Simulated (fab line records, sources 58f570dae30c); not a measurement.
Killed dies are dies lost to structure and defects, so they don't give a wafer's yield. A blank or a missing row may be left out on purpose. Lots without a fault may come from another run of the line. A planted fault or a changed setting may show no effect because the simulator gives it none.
Split-lot experiment | flow berkeley_cmos170 | 5 lots, 23 wafers read, on a route of 331 steps

THE SPLIT
At UCB170_PLDD_PEB_04, the setting peb_temp_c was moved away from the recipe's 130 C on 6 of the 23 wafers read, by -2.6% to +2.1%. The other wafers ran this setting at the recipe's value.

FROM THE SPLIT TO THE READING: what the file shows between them, 1 step
- UCB170_PLDD_DEVELOP_05: develop time 45 s

THE READING
cd_nm, in nm, at UCB170_PLDD_CD_MEAS_06 (target cd 1200 nm). Fault-free wafers of this fab line usually give 1200.3 nm, standard deviation 1.4 nm.

wafer  | tool, chamber at the split | peb_temp_c as run, C | against the recipe | cd_nm, nm | against lot-mates on the recipe
L076.1 | litho_track-02, 0          | 130                  | recipe             | 1201.9    | -
L076.2 | litho_track-02, 0          | 130                  | recipe             | 1201.0    | -
L076.3 | litho_track-02, 0          | 130                  | recipe             | 1201.8    | -
L076.4 | litho_track-02, 0          | 126.6                | -2.6%              | 1174.8    | -26.8
L076.6 | litho_track-02, 0          | 126.6                | -2.6%              | 1173.7    | -27.9
L079.2 | litho_track-03, 0          | 130                  | recipe             | 1200.7    | -
L079.3 | litho_track-03, 0          | 130                  | recipe             | 1198.5    | -
L079.4 | litho_track-03, 0          | 130                  | recipe             | 1199.1    | -
L079.5 | litho_track-03, 0          | 130                  | recipe             | 1199.1    | -
L079.6 | litho_track-03, 0          | 130                  | recipe             | 1198.7    | -
L081.1 | litho_track-03, 0          | 130                  | recipe             | 1200.2    | -
L081.2 | litho_track-03, 0          | 130                  | recipe             | 1200.0    | -
L081.4 | litho_track-03, 0          | 130                  | recipe             | 1198.8    | -
L081.5 | litho_track-03, 0          | 131.2                | +0.9%              | 1206.7    | +7.0
L081.6 | litho_track-03, 0          | 131.2                | +0.9%              | 1206.9    | +7.2
L083.2 | litho_track-03, 0          | 132.7                | +2.1%              | 1216.0    | +15.4
L083.3 | litho_track-03, 0          | 130                  | recipe             | 1200.0    | -
L083.4 | litho_track-03, 0          | 130                  | recipe             | 1201.2    | -
L083.5 | litho_track-03, 0          | 130                  | recipe             | 1200.5    | -
L083.6 | litho_track-03, 0          | 132.7                | +2.1%              | 1215.8    | +15.2
L085.1 | litho_track-04, 0          | 130                  | recipe             | 1198.4    | -
L085.3 | litho_track-04, 0          | 130                  | recipe             | 1200.4    | -
L085.6 | litho_track-04, 0          | 130                  | recipe             | 1198.6    | -

THE FIT
A straight line over all 23 wafers: cd_nm changes by +8.9 nm for each +1% of peb_temp_c; r = +0.99; the points scatter about the line by 1.4 nm.
The same after taking each lot's own level away (the mean of its wafers on the recipe; 23 wafers): +9.18 nm for each +1%; r = +0.99; scatter 1.5 nm.
On that fit, the largest move of peb_temp_c shifts the reading by 24 nm.
The lots' own levels span 1199.13 to 1201.57 nm, that is 1.7 times the standard deviation above.
So the lot-to-lot level changes the slope little: the two slopes agree.
Check: with one of the wafers moved furthest among these (-2.6%) left out of the fit, the line predicts -23.7 nm for it against its lot-mates. It came out at -26.8 nm against them.

OTHER SPLITS ON THESE WAFERS
These wafers also went through other splits before the reading. Each is held against what the fit with the lots' levels taken away leaves over:
other split on the same wafers      | wafers away from the commonest value | r with cd_nm (lot level and that fit taken away)
UCB170_NWELL_CVD_04 temp_c          | 15                                   | -0.32
UCB170_PWELL_CVD_05 time_s          | 15                                   | -0.37
UCB170_PFIELD_IMPLANT_07 energy_kev | 8                                    | +0.29
UCB170_SACOX_OXIDATION_01 temp_c    | 10                                   | -0.30
UCB170_NVT_IMPLANT_07 dose_cm2      | 8                                    | -0.31
UCB170_GATE_COAT_07 resist_thk_nm   | 4                                    | -0.07
UCB170_GATE_PEB_10 peb_temp_c       | 9                                    | -0.11

THE FILE'S OWN FIT
cd_nm changes by +9.16 nm for each +1% of peb_temp_c, r = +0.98.
